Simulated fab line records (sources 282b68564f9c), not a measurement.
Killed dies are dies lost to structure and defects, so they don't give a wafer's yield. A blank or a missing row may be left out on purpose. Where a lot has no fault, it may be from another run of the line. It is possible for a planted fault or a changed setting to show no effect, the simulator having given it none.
The same fault as seen by 2 desks :: flow rit cmos :: every desk sees just its own numbers, and what lay behind them comes last

## FOR THE TOOL OWNER'S DESK: pvd sputter-01
The tool's own readings at RIT_SILICIDE_SPUTTER_01 (material Ti, target thk 30 nm, time 240 s): means of the sampled wafers that have a number, for each lot that ran on this tool. If a lot's mean is further than 4 standard deviations from the usual mean, the lot is out of limits and carries the mark OUT (the distance appears in the brackets).
Columns: A = throttle valve pct at RIT_SILICIDE_SPUTTER_01, usual 29.8 %
lot: L597
first seen here: day 3 02:52
A: 30.1

lot: L599
first seen here: day 3 11:46
A: 30.1

lot: L600
first seen here: day 3 16:50
A: 30.2

lot: L602
first seen here: day 4 03:42
A: 30.0

lot: L615
first seen here: day 6 21:01
A: 29.9

lot: L617
first seen here: day 7 06:19
A: 30.2

lot: L619
first seen here: day 7 16:05
A: 29.9
This desk's finding: nothing out of limits on any of the 7 lots.

## METROLOGY DESK
What the gauges read for every lot (on any tool): the sampled wafers with a number, averaged. If a lot's mean is further than 4 standard deviations from the usual mean, the lot is out of limits and carries the mark OUT (the distance appears in the brackets).
Columns: A = SPACER_NITRIDE_THK at RIT_SPACER_THK_MEAS_04, usual 250.2 nm; B = SILICIDE_TI_RS at RIT_SILICIDE_RS_MEAS_02, usual 47.5 ohm/sq; C = SILICIDE_TI_THK at RIT_SILICIDE_THK_MEAS_03, usual 30.3 nm
lot: L597
first seen here: day 2 22:47
A: 250.3
B: 47.5
C: 30.4

lot: L599
first seen here: day 3 07:28
A: 248.9
B: 48.0
C: 30.2

lot: L600
first seen here: day 3 12:44
A: 252.5
B: 58.4 (+15) OUT
C: 26.8 (-8.6) OUT

lot: L601
first seen here: day 3 19:08
A: 249.0
B: 47.6
C: 30.3

lot: L602
first seen here: day 3 23:44
A: 246.5
B: 68.5 (+28) OUT
C: 23.4 (-17) OUT

lot: L609
first seen here: day 5 12:24
A: 247.6
B: 46.9
C: 30.6

lot: L611
first seen here: day 5 19:56
A: 252.2
B: 46.9
C: 30.8

lot: L612
first seen here: day 6 00:52
A: 252.4
B: 47.5
C: 30.4

lot: L614
first seen here: day 6 11:46
A: 253.4
B: 46.7
C: 30.8

lot: L615
first seen here: day 6 16:56
A: 253.4
B: 47.8
C: 30.0

lot: L616
first seen here: day 6 20:29
A: 252.8
B: 47.1
C: 30.5

lot: L617
first seen here: day 7 02:07
A: 251.1
B: 47.0
C: 30.4

lot: L618
first seen here: day 7 07:27
A: 250.6
B: 47.3
C: 30.3

lot: L619
first seen here: day 7 11:59
A: 247.2
B: 46.5
C: 30.8
Per this desk, out of limits: L600, L602; the first was L600, day 3 16:59 (SILICIDE_TI_RS at RIT_SILICIDE_RS_MEAS_02). L597, L599, L601, L609, L611, L612, L614, L615, L616, L617, L618, L619 stayed within limits.

## ALL TOGETHER
An alarm was possible from the metrology desk at day 3 16:59, on L600, L602.
Nothing out of limits was seen by the tool owner's desk.
The tool owner's desk has L600, L602 on record, within its limits.
Every lot named ran RIT_SILICIDE_SPUTTER_01 on pvd sputter-01.

## WHAT THE SIMULATOR HAD INSERTED
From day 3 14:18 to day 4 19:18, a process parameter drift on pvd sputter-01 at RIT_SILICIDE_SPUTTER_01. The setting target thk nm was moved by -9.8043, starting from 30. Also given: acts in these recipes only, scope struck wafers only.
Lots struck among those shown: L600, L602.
Hours from the fault's start to each desk's first reading out of limits: the metrology desk, 3.
